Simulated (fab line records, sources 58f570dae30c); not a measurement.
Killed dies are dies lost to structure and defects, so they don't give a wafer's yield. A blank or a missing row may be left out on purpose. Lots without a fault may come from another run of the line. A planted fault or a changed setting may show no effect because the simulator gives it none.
One fault seen from 2 desks | flow berkeley_cmos170 | each desk has only its own numbers; what lay behind them comes last

THE TOOL OWNER'S DESK: pvd_sputter-02
The tool's own readings at UCB170_M3_SPUTTER_01 (material Al, target thk 900 nm, time 120 s): means of the sampled wafers that have a number, for each lot that ran on this tool. A lot is out of limits, marked OUT, if its mean lies more than 4 standard deviations from the usual mean; the brackets give that distance.
Columns: A = throttle_valve_pct at UCB170_M3_SPUTTER_01, usual 30.0 %
lot  | first seen here | A
L139 | day 8 12:05     | 30.4
L143 | day 9 09:31     | 31.0
L149 | day 10 08:10    | 30.1
L150 | day 10 11:20    | 30.7
This desk's finding: nothing out of limits on any of the 4 lots.

THE METROLOGY DESK
What the gauges read, lot by lot, whatever tool the lot ran on: means of the sampled wafers that have a number. A lot is out of limits, marked OUT, if its mean lies more than 4 standard deviations from the usual mean; the brackets give that distance.
Columns: A = M3_AL_RS at UCB170_M3_RS_MEAS_02, usual 0.0322 ohm/sq; B = M3_AL_THK at UCB170_M3_THK_MEAS_03, usual 907 nm
lot  | first seen here | A      | B
L138 | day 8 11:59     | 0.0325 | 907
L139 | day 8 12:10     | 0.0323 | 911
L142 | day 9 03:29     | 0.0323 | 909
L141 | day 9 07:20     | 0.0328 | 889
L143 | day 9 09:37     | 0.0321 | 913
L144 | day 9 13:28     | 0.0328 | 895
L145 | day 9 21:36     | 0.0317 | 917
L149 | day 10 08:16    | 0.0317 | 919
L150 | day 10 11:28    | 0.0307 | 952 (+4.1) OUT
L154 | day 11 02:47    | 0.0325 | 893
L155 | day 11 16:20    | 0.0325 | 905
L157 | day 12 04:30    | 0.0322 | 914
L159 | day 12 05:35    | 0.0323 | 910
This desk's finding: out of limits on L150; first on L150, day 10 11:34 (M3_AL_THK at UCB170_M3_THK_MEAS_03). In limits: L138, L139, L142, L141, L143, L144, L145, L149, L154, L155, L157, L159.

PUT TOGETHER
The metrology desk could have raised an alarm at day 10 11:34, on L150.
The tool owner's desk saw nothing out of limits.
The tool owner's desk has L150 on record, within its limits.
Of the lots named, all ran UCB170_M3_SPUTTER_01 on pvd_sputter-02.

WHAT THE SIMULATOR HAD PUT IN
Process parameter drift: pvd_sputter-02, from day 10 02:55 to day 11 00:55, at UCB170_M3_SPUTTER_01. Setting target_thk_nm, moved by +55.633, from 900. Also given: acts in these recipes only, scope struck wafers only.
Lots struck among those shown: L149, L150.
Hours from the fault's start to each desk's first reading out of limits: the metrology desk, 9.
